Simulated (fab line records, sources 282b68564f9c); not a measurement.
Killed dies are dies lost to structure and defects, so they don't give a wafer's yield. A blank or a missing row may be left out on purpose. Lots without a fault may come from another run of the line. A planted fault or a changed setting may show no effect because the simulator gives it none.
A sampling plan put to the test | flow rit_cmos | one fab line, 11 faults that these records tell of, each judged on the records of the lots that it struck
The plan is the line's own looks: the steps of the route at which a gauge or an inspection reads the wafer and doesn't change it. A look can be judged if struck wafers have a number there and the file gives its usual mean and standard deviation on fault-free wafers. Caught: at a look after the fault's first step, the mean of the struck wafers lies 4 or more of those standard deviations (sigma) from the usual mean. On the tool: the same test on the tool's own readings at the fault's steps. Another recipe on the struck wafers, or a record that is blank for them alone, also counts as caught.

THE FAULTS, as the simulator had put them in
1. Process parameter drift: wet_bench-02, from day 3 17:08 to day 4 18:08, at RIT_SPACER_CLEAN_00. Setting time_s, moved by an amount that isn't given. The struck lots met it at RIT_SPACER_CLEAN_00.
2. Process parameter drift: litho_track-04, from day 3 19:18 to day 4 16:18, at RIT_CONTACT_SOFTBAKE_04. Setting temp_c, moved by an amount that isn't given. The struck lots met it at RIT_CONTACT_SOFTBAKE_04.
3. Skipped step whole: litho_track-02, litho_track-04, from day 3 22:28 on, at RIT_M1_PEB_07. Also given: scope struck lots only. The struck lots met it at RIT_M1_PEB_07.
4. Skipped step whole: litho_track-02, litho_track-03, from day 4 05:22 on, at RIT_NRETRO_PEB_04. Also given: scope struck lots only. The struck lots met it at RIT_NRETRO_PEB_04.
5. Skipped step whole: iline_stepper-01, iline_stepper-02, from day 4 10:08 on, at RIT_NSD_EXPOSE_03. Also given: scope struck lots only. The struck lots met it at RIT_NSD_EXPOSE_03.
6. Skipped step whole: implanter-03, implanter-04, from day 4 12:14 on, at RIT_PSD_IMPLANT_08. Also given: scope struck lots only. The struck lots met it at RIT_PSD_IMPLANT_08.
7. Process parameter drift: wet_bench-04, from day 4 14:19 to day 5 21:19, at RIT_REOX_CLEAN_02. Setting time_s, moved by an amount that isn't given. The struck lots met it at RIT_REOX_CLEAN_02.
8. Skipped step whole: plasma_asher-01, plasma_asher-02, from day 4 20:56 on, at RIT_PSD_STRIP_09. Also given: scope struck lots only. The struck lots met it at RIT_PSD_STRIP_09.
9. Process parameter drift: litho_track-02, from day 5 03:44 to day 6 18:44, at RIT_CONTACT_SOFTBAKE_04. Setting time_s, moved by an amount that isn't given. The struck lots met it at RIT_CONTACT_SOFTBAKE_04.
10. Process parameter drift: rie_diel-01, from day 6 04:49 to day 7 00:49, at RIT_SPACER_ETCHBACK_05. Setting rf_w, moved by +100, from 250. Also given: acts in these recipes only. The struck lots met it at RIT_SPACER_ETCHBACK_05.
11. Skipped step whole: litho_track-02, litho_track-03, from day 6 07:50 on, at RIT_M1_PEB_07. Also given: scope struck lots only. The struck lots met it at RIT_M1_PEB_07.

WHAT THE PLAN SAW
fault | on the tool itself                               | first look that catches it                   | reading, sigma       | median hours from its first step to that look | hours from the fault's start to the first struck lot there | judged looks passed uncaught
1     | run_length_s +12 sigma                           | no look after it can be judged               | -                    | -                                             | -                                                          | 0
2     | heater_power_total_W +17 sigma                   | no look after it can be judged               | -                    | -                                             | -                                                          | 0
3     | no reading that can be judged                    | no look after it can be judged               | -                    | -                                             | -                                                          | 0
4     | no reading that can be judged                    | no look after it can be judged               | -                    | -                                             | -                                                          | 0
5     | no reading that can be judged                    | not the one look that can be judged after it | -                    | -                                             | -                                                          | 1
6     | the tool's record is blank for the struck wafers | RIT_PSD_TW_MEAS_10                           | PSD_TW -99 or beyond | 0.3                                           | 1                                                          | 0
7     | run_length_s -11 sigma                           | no look after it can be judged               | -                    | -                                             | -                                                          | 0
8     | the tool's record is blank for the struck wafers | no look after it can be judged               | -                    | -                                             | -                                                          | 0
9     | run_length_s -47 sigma                           | no look after it can be judged               | -                    | -                                             | -                                                          | 0
10    | rf_fwd_power_W +99 or beyond sigma               | no look after it can be judged               | -                    | -                                             | -                                                          | 0
11    | no reading that can be judged                    | no look after it can be judged               | -                    | -                                             | -                                                          | 0
A dash: the fault isn't caught, or these records don't give the number.

Caught at a look: 1 of 11. Caught on the tool: 7 of 11. By one or the other: 7 of 11.
Caught on the tool alone: faults 1, 2, 7, 8, 9, 10.
Caught by neither: faults 3, 4, 5, 11.

THINNER SAMPLING
If the look that catches a fault measured only every second or every third lot, by lot number, the first struck lot would be measured this late in the worst case:
fault | struck lots at that look, in order of time | every lot | every second lot | every third lot
6     | L600, L601, L602                           | 1 h       | 6 h              | 11 h
Hours are from the fault's start to the first struck lot that is measured. The limit of 4 sigma was tested on all struck wafers together, so one lot alone may lie under it. Other struck lots may not be in these records.

THE LONGEST TIMED WAY FROM STEP TO LOOK
Fault 6: a median of 0.3 hours passes between RIT_PSD_IMPLANT_08 and RIT_PSD_TW_MEAS_10. No look between them can be judged.
